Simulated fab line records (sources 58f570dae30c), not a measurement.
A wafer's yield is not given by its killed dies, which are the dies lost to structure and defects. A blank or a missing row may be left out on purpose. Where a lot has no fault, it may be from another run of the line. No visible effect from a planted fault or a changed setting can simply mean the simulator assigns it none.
What tool caused it? || flow berkeleyCmos170 || 42 wafers from 14 lots sampled at 4 of the route's 331 steps

== WHAT EACH GAUGE READ, for each wafer ==
UCB170_ACTIVE_THK_MEAS_06. Usual: ACTIVE_NITRIDE_THK gives 223.5 nm (standard deviation 2.3).
{"lot": "L531", "measured": "day 4 08:39", "on": "filmMetro-01", "ACTIVE_NITRIDE_THK (nm)": "225.3 224.0 224.8", "flag": ""}
{"lot": "L532", "measured": "day 5 00:56", "on": "filmMetro-02", "ACTIVE_NITRIDE_THK (nm)": "220.3 222.5 222.0", "flag": ""}
{"lot": "L534", "measured": "day 5 05:23", "on": "filmMetro-02", "ACTIVE_NITRIDE_THK (nm)": "226.7 226.1 225.0", "flag": ""}
{"lot": "L536", "measured": "day 5 13:46", "on": "filmMetro-01", "ACTIVE_NITRIDE_THK (nm)": "225.4 225.2 224.2", "flag": ""}
{"lot": "L538", "measured": "day 5 17:57", "on": "filmMetro-03", "ACTIVE_NITRIDE_THK (nm)": "223.9 220.4 220.7", "flag": ""}
{"lot": "L540", "measured": "day 5 22:46", "on": "filmMetro-02", "ACTIVE_NITRIDE_THK (nm)": "225.8 228.3 228.2", "flag": ""}
{"lot": "L539", "measured": "day 5 22:47", "on": "filmMetro-03", "ACTIVE_NITRIDE_THK (nm)": "225.0 227.3 224.6", "flag": ""}
{"lot": "L542", "measured": "day 6 22:46", "on": "filmMetro-01", "ACTIVE_NITRIDE_THK (nm)": "220.0 221.5 221.6", "flag": ""}
{"lot": "L544", "measured": "day 7 05:22", "on": "filmMetro-01", "ACTIVE_NITRIDE_THK (nm)": "221.1 221.4 220.2", "flag": ""}
{"lot": "L547", "measured": "day 7 05:22", "on": "filmMetro-02", "ACTIVE_NITRIDE_THK (nm)": "220.7 219.1 220.2", "flag": ""}
{"lot": "L546", "measured": "day 7 15:39", "on": "filmMetro-01", "ACTIVE_NITRIDE_THK (nm)": "225.6 225.2 225.3", "flag": ""}
{"lot": "L549", "measured": "day 7 22:37", "on": "filmMetro-02", "ACTIVE_NITRIDE_THK (nm)": "224.8 223.2 224.3", "flag": ""}
{"lot": "L552", "measured": "day 9 04:24", "on": "filmMetro-01", "ACTIVE_NITRIDE_THK (nm)": "226.8 226.7 226.9", "flag": ""}
{"lot": "L554", "measured": "day 9 07:46", "on": "filmMetro-03", "ACTIVE_NITRIDE_THK (nm)": "223.1 223.4 223.8", "flag": ""}

UCB170_NSD_OVL_MEAS_07. Usual: NSD_OVL gives 1 nm (standard deviation 4.2).
{"lot": "L531", "measured": "day 6 14:12", "on": "overlay-01", "NSD_OVL (nm)": "2 -3 -4", "flag": ""}
{"lot": "L532", "measured": "day 7 14:50", "on": "overlay-02", "NSD_OVL (nm)": "2 1 3", "flag": ""}
{"lot": "L534", "measured": "day 7 14:58", "on": "overlay-01", "NSD_OVL (nm)": "0 4 -2", "flag": ""}
{"lot": "L536", "measured": "day 8 05:17", "on": "overlay-02", "NSD_OVL (nm)": "3 0 2", "flag": ""}
{"lot": "L538", "measured": "day 8 04:55", "on": "overlay-01", "NSD_OVL (nm)": "2 3 -7", "flag": ""}
{"lot": "L540", "measured": "day 8 10:26", "on": "overlay-02", "NSD_OVL (nm)": "-8 -2 -2", "flag": ""}
{"lot": "L539", "measured": "day 8 10:42", "on": "overlay-01", "NSD_OVL (nm)": "0 -2 -2", "flag": ""}
{"lot": "L542", "measured": "day 9 14:36", "on": "overlay-01", "NSD_OVL (nm)": "2 9 1", "flag": ""}
{"lot": "L544", "measured": "day 9 19:41", "on": "overlay-01", "NSD_OVL (nm)": "-5 -9 -4", "flag": ""}
{"lot": "L547", "measured": "day 9 20:31", "on": "overlay-02", "NSD_OVL (nm)": "-1 6 -3", "flag": ""}
{"lot": "L546", "measured": "day 9 20:16", "on": "overlay-01", "NSD_OVL (nm)": "0 0 0", "flag": ""}
{"lot": "L549", "measured": "day 10 17:14", "on": "overlay-02", "NSD_OVL (nm)": "2 3 -2", "flag": ""}
{"lot": "L552", "measured": "day 11 18:19", "on": "overlay-01", "NSD_OVL (nm)": "3 4 7", "flag": ""}
{"lot": "L554", "measured": "day 11 17:41", "on": "overlay-01", "NSD_OVL (nm)": "-7 -1 -3", "flag": ""}

UCB170_M3_OVL_MEAS_16. Usual: M3_OVL gives -1 nm (standard deviation 5.4).
{"lot": "L531", "measured": "day 7 14:12", "on": "overlay-02", "M3_OVL (nm)": "-4 -6 -4", "flag": ""}
{"lot": "L532", "measured": "day 8 16:59", "on": "overlay-02", "M3_OVL (nm)": "-2 1 -2", "flag": ""}
{"lot": "L534", "measured": "day 8 20:19", "on": "overlay-02", "M3_OVL (nm)": "-2 -1 -6", "flag": ""}
{"lot": "L536", "measured": "day 9 09:36", "on": "overlay-01", "M3_OVL (nm)": "-10 -10 -6", "flag": ""}
{"lot": "L538", "measured": "day 9 07:56", "on": "overlay-02", "M3_OVL (nm)": "2 6 10", "flag": ""}
{"lot": "L540", "measured": "day 9 14:43", "on": "overlay-02", "M3_OVL (nm)": "10 2 -3", "flag": ""}
{"lot": "L539", "measured": "day 9 15:03", "on": "overlay-02", "M3_OVL (nm)": "0 4 6", "flag": ""}
{"lot": "L542", "measured": "day 10 20:25", "on": "overlay-02", "M3_OVL (nm)": "-14 -10 -9", "flag": ""}
{"lot": "L544", "measured": "day 11 01:48", "on": "overlay-01", "M3_OVL (nm)": "4 -2 5", "flag": ""}
{"lot": "L547", "measured": "day 11 01:59", "on": "overlay-01", "M3_OVL (nm)": "-9 -6 -6", "flag": ""}
{"lot": "L546", "measured": "day 11 01:15", "on": "overlay-01", "M3_OVL (nm)": "8 6 6", "flag": ""}
{"lot": "L549", "measured": "day 11 16:53", "on": "overlay-01", "M3_OVL (nm)": "-4 -3 -7", "flag": ""}
{"lot": "L552", "measured": "day 12 21:38", "on": "overlay-01", "M3_OVL (nm)": "-8 1 5", "flag": ""}
{"lot": "L554", "measured": "day 12 20:18", "on": "overlay-01", "M3_OVL (nm)": "-8 -1 -1", "flag": ""}

== WHICH TOOL RAN EACH LOT (tool, then ch and the chambers of the sampled wafers, then the start) ==
{"lot": "L531", "UCB170_NVT_IMPLANT_07": "implanter-03 ch 0, day 5 13:07"}
{"lot": "L532", "UCB170_NVT_IMPLANT_07": "implanter-02 ch 0, day 6 09:03"}
{"lot": "L534", "UCB170_NVT_IMPLANT_07": "implanter-03 ch 0, day 6 09:20"}
{"lot": "L536", "UCB170_NVT_IMPLANT_07": "implanter-03 ch 0, day 7 01:56"}
{"lot": "L538", "UCB170_NVT_IMPLANT_07": "implanter-02 ch 0, day 7 02:01"}
{"lot": "L540", "UCB170_NVT_IMPLANT_07": "implanter-03 ch 0, day 7 07:55"}
{"lot": "L539", "UCB170_NVT_IMPLANT_07": "implanter-02 ch 0, day 7 08:13"}
{"lot": "L542", "UCB170_NVT_IMPLANT_07": "implanter-02 ch 0, day 8 02:26"}
{"lot": "L544", "UCB170_NVT_IMPLANT_07": "implanter-02 ch 0, day 8 13:55"}
{"lot": "L547", "UCB170_NVT_IMPLANT_07": "implanter-03 ch 0, day 8 13:31"}
{"lot": "L546", "UCB170_NVT_IMPLANT_07": "implanter-03 ch 0, day 8 21:43"}
{"lot": "L549", "UCB170_NVT_IMPLANT_07": "implanter-03 ch 0, day 9 06:52"}
{"lot": "L552", "UCB170_NVT_IMPLANT_07": "implanter-03 ch 0, day 10 12:26"}
{"lot": "L554", "UCB170_NVT_IMPLANT_07": "implanter-03 ch 0, day 10 14:22"}
- UCB170_NVT_IMPLANT_07

== WHAT THE TOOLS THEMSELVES READ (means of the sampled wafers that have a number; where no wafer has one, the mark that the record gives instead) ==
UCB170_NVT_IMPLANT_07. Usual: tiltDeg 7.000 degrees, standard deviation 0.019.
{"lot": "L531", "tool": "implanter-03", "tiltDeg (degrees)": 7.009, "flag": ""}
{"lot": "L532", "tool": "implanter-02", "tiltDeg (degrees)": 6.988, "flag": ""}
{"lot": "L534", "tool": "implanter-03", "tiltDeg (degrees)": 6.994, "flag": ""}
{"lot": "L536", "tool": "implanter-03", "tiltDeg (degrees)": 7.008, "flag": ""}
{"lot": "L538", "tool": "implanter-02", "tiltDeg (degrees)": 6.997, "flag": ""}
{"lot": "L540", "tool": "implanter-03", "tiltDeg (degrees)": 6.996, "flag": ""}
{"lot": "L539", "tool": "implanter-02", "tiltDeg (degrees)": 7.019, "flag": ""}
{"lot": "L542", "tool": "implanter-02", "tiltDeg (degrees)": 6.977, "flag": ""}
{"lot": "L544", "tool": "implanter-02", "tiltDeg (degrees)": 7.010, "flag": ""}
{"lot": "L547", "tool": "implanter-03", "tiltDeg (degrees)": 6.994, "flag": ""}
{"lot": "L546", "tool": "implanter-03", "tiltDeg (degrees)": 6.995, "flag": ""}
{"lot": "L549", "tool": "implanter-03", "tiltDeg (degrees)": 7.006, "flag": ""}
{"lot": "L552", "tool": "implanter-03", "tiltDeg (degrees)": 5.122, "flag": "OFF"}
{"lot": "L554", "tool": "implanter-03", "tiltDeg (degrees)": 5.096, "flag": "OFF"}

== THE ANSWER, worked out from the rows above alone ==
Rule: a lot counts as off when the mean over its wafers that have a number is more than 3 standard deviations away from the usual mean. A lot without any number at a reading at which 4 lots or more have one is off too. All remaining lots with rows at the step are treated as sound. After the gauges, taken in route order, come the tools' own readings; for these a lot's mean is taken, as printed above. The first step at which some lot is off is used, and at that step the reading that is off furthest; a lot without a number counts as furthest.
Off: L552, L554, at UCB170_NVT_IMPLANT_07 (tiltDeg).
A tool fits if, at that step or a process step before it, it ran every lot that is off, and no sound lot after the first of them. One fits: UCB170_NVT_IMPLANT_07 on implanter-03. Its last sound lot is L549 (day 9 06:52), its first lot that is off L552 (day 10 12:26): a fault that began between those two fits.
The tool's own readings at UCB170_NVT_IMPLANT_07 bear it out: on the lots that are off they differ by more than 5 times the standard deviation of the sound lots' means. tiltDeg reads 5.109 degrees there against 6.999 degrees on the sound lots.

== WHAT THE SIMULATOR HAD INSERTED ==
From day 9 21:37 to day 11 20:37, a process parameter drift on implanter-03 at UCB170_NVT_IMPLANT_07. From 7, the setting tiltDeg moved by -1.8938. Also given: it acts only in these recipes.
Struck lots among those shown: L552, L554. The rule given above showed the same thing.
